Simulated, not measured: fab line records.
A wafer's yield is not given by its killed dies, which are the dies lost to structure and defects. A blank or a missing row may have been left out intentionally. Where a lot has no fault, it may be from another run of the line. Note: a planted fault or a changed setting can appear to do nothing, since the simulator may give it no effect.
Split-lot experiment + flow ritCmos + 5 lots, 27 wafers read, on a route of 202 steps

== THE SPLIT ITSELF ==
At RIT_M1_DEVELOP_08 (develop time 68 s), the setting developTimeS was moved away from the recipe's 68 s on 9 of the 27 wafers read, by -53.2% to -25.5%. All remaining wafers had this setting at the recipe value.

== FROM THE SPLIT TO THE READING: what the file shows between them, 5 steps ==
- RIT_M1_CD_MEAS_09: target cd 2600 nm
- RIT_M1_HARDBAKE_11: time 120 s
- RIT_M1_METAL_ETCH_12: etches Al in Cl2/BCl3, stops on SiO2, time 165 s, target depth 600 nm
- RIT_M1_STRIP_13: strips in nmp, time 600 s
- RIT_M1_STRIP_14: strips in O2, time 180 s

== THE READING ==
cdNm at RIT_M1_CD_MEAS_90, given in nm (cd target 2600 nm). Typical for fault-free wafers on this fab line: 2599 nm, with standard deviation 3.5 nm.

| wafer  | tool, chamber at the split | developTimeS as run, s | against the recipe | cdNm, nm | against lot-mates on the recipe |
|--------|----------------------------|------------------------|--------------------|----------|---------------------------------|
| L076.1 | lithoTrack-02, 0           | 41.72                  | -38.6%             | 2648     | +49                             |
| L076.2 | lithoTrack-02, 0           | 41.72                  | -38.6%             | 2647     | +48                             |
| L076.3 | lithoTrack-02, 0           | 41.72                  | -38.6%             | 2649     | +50                             |
| L076.4 | lithoTrack-02, 0           | 68                     | recipe             | 2599     | -                               |
| L076.5 | lithoTrack-02, 0           | 68                     | recipe             | 2600     | -                               |
| L076.6 | lithoTrack-02, 0           | 68                     | recipe             | 2599     | -                               |
| L078.1 | lithoTrack-03, 0           | 68                     | recipe             | 2596     | -                               |
| L078.2 | lithoTrack-03, 0           | 68                     | recipe             | 2602     | -                               |
| L078.6 | lithoTrack-03, 0           | 68                     | recipe             | 2601     | -                               |
| L083.1 | lithoTrack-01, 0           | 50.63                  | -25.5%             | 2625     | +29                             |
| L083.2 | lithoTrack-01, 0           | 68                     | recipe             | 2596     | -                               |
| L083.3 | lithoTrack-01, 0           | 50.63                  | -25.5%             | 2625     | +29                             |
| L083.4 | lithoTrack-01, 0           | 68                     | recipe             | 2596     | -                               |
| L083.5 | lithoTrack-01, 0           | 50.63                  | -25.5%             | 2623     | +27                             |
| L083.6 | lithoTrack-01, 0           | 68                     | recipe             | 2595     | -                               |
| L081.1 | lithoTrack-01, 0           | 31.79                  | -53.2%             | 2679     | +80                             |
| L081.2 | lithoTrack-01, 0           | 68                     | recipe             | 2600     | -                               |
| L081.3 | lithoTrack-01, 0           | 31.79                  | -53.2%             | 2679     | +80                             |
| L081.4 | lithoTrack-01, 0           | 68                     | recipe             | 2597     | -                               |
| L081.5 | lithoTrack-01, 0           | 31.79                  | -53.2%             | 2677     | +78                             |
| L081.6 | lithoTrack-01, 0           | 68                     | recipe             | 2599     | -                               |
| L085.1 | lithoTrack-03, 0           | 68                     | recipe             | 2595     | -                               |
| L085.2 | lithoTrack-03, 0           | 68                     | recipe             | 2594     | -                               |
| L085.3 | lithoTrack-03, 0           | 68                     | recipe             | 2595     | -                               |
| L085.4 | lithoTrack-03, 0           | 68                     | recipe             | 2595     | -                               |
| L085.5 | lithoTrack-03, 0           | 68                     | recipe             | 2594     | -                               |
| L085.6 | lithoTrack-03, 0           | 68                     | recipe             | 2595     | -                               |

FIT RESULTS
A straight line over all 27 wafers: cdNm changes by -1.42 nm for each +1% of developTimeS; r = -0.99; the points scatter about the line by 4.4 nm.
The same after taking each lot's own level away (the mean of its wafers on the recipe; 27 wafers): -1.39 nm for each +1%; r = -0.99; scatter 3.7 nm.
The reading moves by 74 nm for the largest change in developTimeS, on that fit.
Measured against the standard deviation above, the lots' own levels, which go from 2594.7 to 2599.7 nm, span 1.4 times it.
The two slopes agree, so the slope changes little with the lot-to-lot level.
Check: with one of the wafers moved furthest among these (-53.2%) left out of the fit, the line predicts +71.8 nm for it against its lot-mates. It came out at +80.3 nm against them.

== THE OTHER SPLITS THESE WAFERS WENT THROUGH ==
Other splits were also applied to these wafers ahead of the reading. Each is held against what the fit with the lots' levels taken away leaves over:
| other split on the same wafers   | wafers away from the commonest value | r with cdNm (lot level and that fit taken away) |
|----------------------------------|--------------------------------------|-------------------------------------------------|
| RIT_GATE_DEVELOP_15 developTimeS | 9                                    | -0.33                                           |
| RIT_SILICIDE_SPUTTER_01 timeS    | 12                                   | +0.51                                           |

== THE WHOLE CHAIN: every reading that the file lists as answering this split, in the file's order ==
| step                 | what it does                                                          | reading                                                  | change (the file's fit)              | r (the file's) |
|----------------------|-----------------------------------------------------------------------|----------------------------------------------------------|--------------------------------------|----------------|
| RIT_M1_CD_MEAS_09    | target cd 2600 nm                                                     | cdNm                                                     | -1.37 nm for each +1% of the setting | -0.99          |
| RIT_M1_METAL_ETCH_12 | etches Al in Cl2/BCl3, stops on SiO2, time 165 s, target depth 600 nm | M1.cdNm (the simulator's own value, which no gauge read) | -1.37 nm for each +1% of the setting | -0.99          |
| RIT_M1_CD_MEAS_90    | target cd 2600 nm                                                     | cdNm                                                     | -1.37 nm for each +1% of the setting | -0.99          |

== FILE'S OWN FIT ==
cdNm changes by -1.37 nm for each +1% of developTimeS, r = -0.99.
